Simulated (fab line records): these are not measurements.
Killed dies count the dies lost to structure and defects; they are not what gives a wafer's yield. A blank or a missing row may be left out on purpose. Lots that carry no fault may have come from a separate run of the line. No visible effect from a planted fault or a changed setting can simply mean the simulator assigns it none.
Lot-split experiment | flow berkeley cmos170 | on a route of 331 steps: 5 lots, 23 wafers read

ABOUT THE SPLIT
At UCB170_PWELL_OXIDATION_02 (target thk 26.4 nm, ox time 1260 s), the setting ox time s was moved away from the recipe's 1260 s on 10 of the 23 wafers read, by -6.2% to +14.8%. This setting was run at the recipe's value on the other wafers.

The reading comes from the split's own step.

THE READING
SiO2_of_PWELL_OXIDATION_02.thk nm (the simulator's own value, which no gauge read), in nm, at UCB170_PWELL_OXIDATION_02 (target thk 26.4 nm, ox time 1260 s). The file gives no usual value for it. Across the 13 wafers here that went through the recipe, the average is 26.49 nm and the standard deviation 0.19 nm.

wafer  | tool, chamber at the split | ox time s as run, s | against the recipe | SiO2_of_PWELL_OXIDATION_02.thk nm, nm | against lot-mates on the recipe
L074.1 | -, -                       | 1260                | recipe             | 26.6                                  | -
L074.4 | -, -                       | 1260                | recipe             | 26.6                                  | -
L074.2 | -, -                       | 1260                | recipe             | 26.75                                 | -
L074.5 | -, -                       | 1260                | recipe             | 26.58                                 | -
L074.6 | -, -                       | 1260                | recipe             | 26.53                                 | -
L076.1 | -, -                       | 1447                | +14.8%             | 28.01                                 | no lot-mate on the recipe
L076.2 | -, -                       | 1447                | +14.8%             | 27.57                                 | no lot-mate on the recipe
L076.3 | -, -                       | 1447                | +14.8%             | 27.73                                 | no lot-mate on the recipe
L076.4 | -, -                       | 1447                | +14.8%             | 27.69                                 | no lot-mate on the recipe
L076.5 | -, -                       | 1447                | +14.8%             | 27.43                                 | no lot-mate on the recipe
L081.1 | furnace-04, 0              | 1260                | recipe             | 26.24                                 | -
L081.3 | furnace-04, 0              | 1260                | recipe             | 26.41                                 | -
L081.5 | furnace-04, 0              | 1260                | recipe             | 26.42                                 | -
L083.1 | -, -                       | 1182                | -6.2%              | 25.38                                 | no lot-mate on the recipe
L083.2 | -, -                       | 1182                | -6.2%              | 25.31                                 | no lot-mate on the recipe
L083.3 | -, -                       | 1182                | -6.2%              | 24.73                                 | no lot-mate on the recipe
L083.5 | -, -                       | 1182                | -6.2%              | 25.06                                 | no lot-mate on the recipe
L083.6 | -, -                       | 1182                | -6.2%              | 25.15                                 | no lot-mate on the recipe
L084.2 | -, -                       | 1260                | recipe             | 26.31                                 | -
L084.3 | -, -                       | 1260                | recipe             | 26.6                                  | -
L084.4 | -, -                       | 1260                | recipe             | 26.04                                 | -
L084.5 | -, -                       | 1260                | recipe             | 26.69                                 | -
L084.6 | -, -                       | 1260                | recipe             | 26.61                                 | -

FIT RESULTS
A straight line over all 23 wafers: SiO2_of_PWELL_OXIDATION_02.thk nm changes by +0.109 nm for each +1% of ox time s; r = +0.91; the points scatter about the line by 0.37 nm.
Too few moved wafers with a lot-mate on the recipe to fit a line net of each lot's own level.

FILE'S OWN FIT
SiO2_of_PWELL_OXIDATION_02.thk nm changes by +0.109 nm for each +1% of ox time s, r = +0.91.
